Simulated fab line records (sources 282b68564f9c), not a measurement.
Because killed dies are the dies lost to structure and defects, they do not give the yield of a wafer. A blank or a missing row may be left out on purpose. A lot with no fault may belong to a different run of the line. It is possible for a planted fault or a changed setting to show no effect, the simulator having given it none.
Problem report, 8D (eight disciplines) form, completed by code / flow rit_cmos / the parts of the form that need people (team, actions taken, sign-off) are left out

== 1. PROBLEM STATEMENT ==
At RIT_M1_SOFTBAKE_05, heater_power_total_W averages 36.02 W over 6 wafers from 2 lots, while fault-free wafers read 34.56 W, standard deviation 0.047. Relative to the usual mean, that is a shift of +31 standard deviations.
The step: time 60 s.
Seen first at day 5 17:37 on litho_track-02, wafer L142.2. At this step, 18 wafers from 6 lots have a number in the record. Rule for "out", or "out of limits": more than 4 standard deviations from the usual mean. The other wafers with a number count as sound.

== 2. WHAT IT IS, WHAT IT ISN'T ==
question=which readings at this step | is=heater_power_total_W, plate_temp_C | is not=-
question=which lots | is=L142, L143 | is not=L133, L137, L152, L153
question=which wafers of those lots | is=all that have a number | is not=-
question=read on which tools | is=litho_track-02 | is not=litho_track-01, litho_track-04
question=when | is=from day 5 17:37 | is not=up to then (6 sound wafers); but 6 sound wafers of L152, L153 came after

== 3. THE SUSPECTS, EACH WITH WHAT RULES IT OUT ==
Counting: a tool at any process step up to the reading remains a suspect when it ran all the lots that are out and ran no sound lot after the first of those.
- rie_diel-02 at RIT_CONTACT_ETCH_11 (etches SiO2 in CHF3/CF4/Ar, stops on TiSi2, target depth 480 nm, time 320 s): kept. It ran every lot that is out, first L142 (day 5 15:58), and no sound lot after that; its last sound lot up to then is L137 (day 4 15:31).
- litho_track-02 at RIT_M1_SOFTBAKE_05 (time 60 s): kept. It ran every lot that is out, first L142 (day 5 17:37), and no sound lot after that; its last sound lot up to then is L133 (day 3 21:24). Its own readings are out on those wafers: heater_power_total_W, plate_temp_C.
The count leaves litho_track-02 at RIT_M1_SOFTBAKE_05 and rie_diel-02 at RIT_CONTACT_ETCH_11.

== 4. THE CAUSE (what the simulator had put in) ==
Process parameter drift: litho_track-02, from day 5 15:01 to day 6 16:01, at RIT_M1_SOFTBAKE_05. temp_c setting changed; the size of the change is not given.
After counting, 2 suspects remain, this tool included.

== 5. SEQUENCE OF EFFECTS, ordered by route ==
Each row: a reading where the mean over the struck wafers with a number is more than 3 standard deviations away from the usual. Only readings for which the record gives a usual standard deviation are gone through. hours: the time from each lot's start at the first step in this table that gives one to its start at this step, as a median over the lots. sigmas: the change in usual standard deviations.
hours=0; step=RIT_M1_SOFTBAKE_05; reading=heater_power_total_W; usual=34.56 W; on struck wafers=36.02; change=+1.46; sigmas=+31
hours=0; step=RIT_M1_SOFTBAKE_05; reading=plate_temp_C; usual=90.00 C; on struck wafers=92.83; change=+2.83; sigmas=+24
Here are the process steps it includes:
- RIT_M1_SOFTBAKE_05: time 60 s.
Later steps that measure or inspect, where all struck wafers having a row at the step show a number for every such reading and not one has moved that far: RIT_M1_CD_MEAS_09.

== 6. WHAT WOULD HAVE CAUGHT IT SOONER ==
The fault began at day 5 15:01; the first out-of-limits reading in this record came at day 5 17:37, 3 hours later.
